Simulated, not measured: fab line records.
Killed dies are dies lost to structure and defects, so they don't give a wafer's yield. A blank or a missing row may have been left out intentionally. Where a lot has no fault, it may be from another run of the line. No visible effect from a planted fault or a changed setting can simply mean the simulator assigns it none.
Split-lot study    flow rit cmos    5 lots, 23 wafers read, on a route of 202 steps

== ON THE SPLIT ==
At RIT_NRETRO_IMPLANT_08, the setting dose cm2 was moved away from the recipe's 1e+13 on 10 of the 23 wafers read, by -5.8% to +7.4%. All remaining wafers had this setting at the recipe value.

== FROM THE SPLIT TO THE READING: what the file shows between them, 1 step ==
- RIT_NRETRO_STRIP_09: strips in O2, time 180 s

== THE READING ==
NRETRO_TW, at RIT_NRETRO_TW_MEAS_10. On this fab line, fault-free wafers typically give 1049 with a standard deviation of 7.7.

wafer   tool, chamber at the split  dose cm2 as run  against the recipe  NRETRO_TW  against lot-mates on the recipe
L074.2  implanter-04, 0             1e+13            recipe              1057       -
L074.3  implanter-04, 0             1.074e+13        +7.4%               1085       +31
L074.4  implanter-04, 0             1.074e+13        +7.4%               1079       +25
L074.5  implanter-04, 0             1e+13            recipe              1051       -
L074.6  implanter-04, 0             1.074e+13        +7.4%               1076       +22
L075.1  implanter-04, 0             1e+13            recipe              1048       -
L075.5  implanter-04, 0             1e+13            recipe              1051       -
L075.6  implanter-04, 0             1e+13            recipe              1048       -
L077.1  implanter-04, 0             1.029e+13        +2.9%               1061       +5
L077.3  implanter-04, 0             1e+13            recipe              1054       -
L077.4  implanter-04, 0             1e+13            recipe              1056       -
L077.5  implanter-04, 0             1e+13            recipe              1058       -
L077.6  implanter-04, 0             1.029e+13        +2.9%               1072       +16
L080.1  implanter-02, 0             1e+13            recipe              1059       -
L080.2  implanter-02, 0             9.418e+12        -5.8%               1039       -18
L080.4  implanter-02, 0             1e+13            recipe              1053       -
L080.5  implanter-02, 0             1e+13            recipe              1058       -
L080.6  implanter-02, 0             9.418e+12        -5.8%               1034       -23
L085.2  implanter-02, 0             1e+13            recipe              1054       -
L085.3  implanter-02, 0             9.526e+12        -4.7%               1035       -18
L085.4  implanter-02, 0             1e+13            recipe              1052       -
L085.5  implanter-02, 0             9.526e+12        -4.7%               1037       -16
L085.6  implanter-02, 0             9.526e+12        -4.7%               1041       -12

FIT RESULTS
A straight line over all 23 wafers: NRETRO_TW changes by +3.43 for each +1% of dose cm2; r = +0.96; the points scatter about the line by 3.9.
The same after taking each lot's own level away (the mean of its wafers on the recipe; 23 wafers): +3.45 for each +1%; r = +0.98; scatter 3.
According to that fit, moving dose cm2 by its largest amount changes the reading by 26.
Measured against the standard deviation above, the lots' own levels, which go from 1049.0 to 1056.7, span 1.0 times it.
The two slopes are in agreement: the lot-to-lot level therefore moves the slope only a little.
Check: +24.3 against its lot-mates is what the line predicts for one of the wafers moved furthest among these (+7.4%) when that wafer is left out of the fit. Against them it came out at +31.

== ADDITIONAL SPLITS CARRIED BY THESE WAFERS ==
These wafers also went through other splits before the reading. Each is held against what the fit with the lots' levels taken away leaves over:
other split on the same wafers   wafers away from the commonest value  r with NRETRO_TW (lot level and that fit taken away)
RIT_ACTIVE_OXIDATION_01 temp c   15                                    +0.00
RIT_ACTIVE_CVD_03 temp c         18                                    -0.03
RIT_ACTIVE_HARDBAKE_12 temp c    3                                     -0.25
RIT_FOX1_OXIDATION_00 temp c     18                                    -0.01
RIT_FOX2_CLEAN_02 time s         18                                    -0.05
RIT_NWELL_IMPLANT_08 energy kev  7                                     +0.44

== THE FILE'S OWN FIT ==
NRETRO_TW changes by +3.45 for each +1% of dose cm2, r = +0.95.
